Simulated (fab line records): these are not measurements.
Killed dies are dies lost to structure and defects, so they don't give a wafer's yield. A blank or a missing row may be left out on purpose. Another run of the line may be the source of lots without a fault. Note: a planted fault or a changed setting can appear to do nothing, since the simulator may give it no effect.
Matching of chambers / flow rit cmos / RIT_CONTACT_CVD_00 on pecvd-01: 3 sister chambers
The step deposits SiO2 from TEOS, target thk 400 nm, time 63.96 s. 14 wafers are shown with their chamber, then 7 later ones without.

## WAFERS WITH THEIR CHAMBER
wafer=L780.2; chamber=0; heater power w (W)=429
wafer=L780.3; chamber=2; heater power w (W)=322
wafer=L780.4; chamber=1; heater power w (W)=200
wafer=L783.2; chamber=0; heater power w (W)=452
wafer=L783.3; chamber=2; heater power w (W)=319
wafer=L783.6; chamber=1; heater power w (W)=258
wafer=L786.2; chamber=0; heater power w (W)=364
wafer=L786.5; chamber=2; heater power w (W)=339
wafer=L786.6; chamber=0; heater power w (W)=409
wafer=L789.3; chamber=2; heater power w (W)=325
wafer=L789.4; chamber=0; heater power w (W)=368
wafer=L789.6; chamber=2; heater power w (W)=343
wafer=L792.3; chamber=1; heater power w (W)=236
wafer=L792.4; chamber=0; heater power w (W)=395

SIGNATURES, as means of the wafers listed above
reading=heater power w; chamber 0=402.83; chamber 1=231.33; chamber 2=329.60; scatter within a chamber=27.1
Rule: a wafer lies at a distance from a chamber equal to the root of the sum of squares, over the readings, of (its reading less the chamber's mean, divided by the reading's scatter). The wafer belongs to the nearest chamber; if the next one is less than 2 further off, it can't be placed. The scatter is the square root of a quotient: the sum, over the shown wafers, of each reading's squared deviation from its chamber's mean, divided by wafers minus chambers.

## WAFERS WITHOUT THEIR CHAMBER
wafer=L792.6; heater power w (W)=249
wafer=L798.1; heater power w (W)=477
wafer=L798.3; heater power w (W)=247
wafer=L798.6; heater power w (W)=482
wafer=L801.1; heater power w (W)=336
wafer=L801.3; heater power w (W)=395
wafer=L801.6; heater power w (W)=419

## WHICH CHAMBER EACH ONE RAN IN
wafer=L792.6; from the rows above=1; in truth=1
wafer=L798.1; from the rows above=0; in truth=0
wafer=L798.3; from the rows above=1; in truth=1
wafer=L798.6; from the rows above=0; in truth=0
wafer=L801.1; from the rows above=2; in truth=2
wafer=L801.3; from the rows above=0; in truth=0
wafer=L801.6; from the rows above=0; in truth=0
Correct placement for 7 of the 7. Not placeable from these rows: 0. Number placed wrongly: 0.
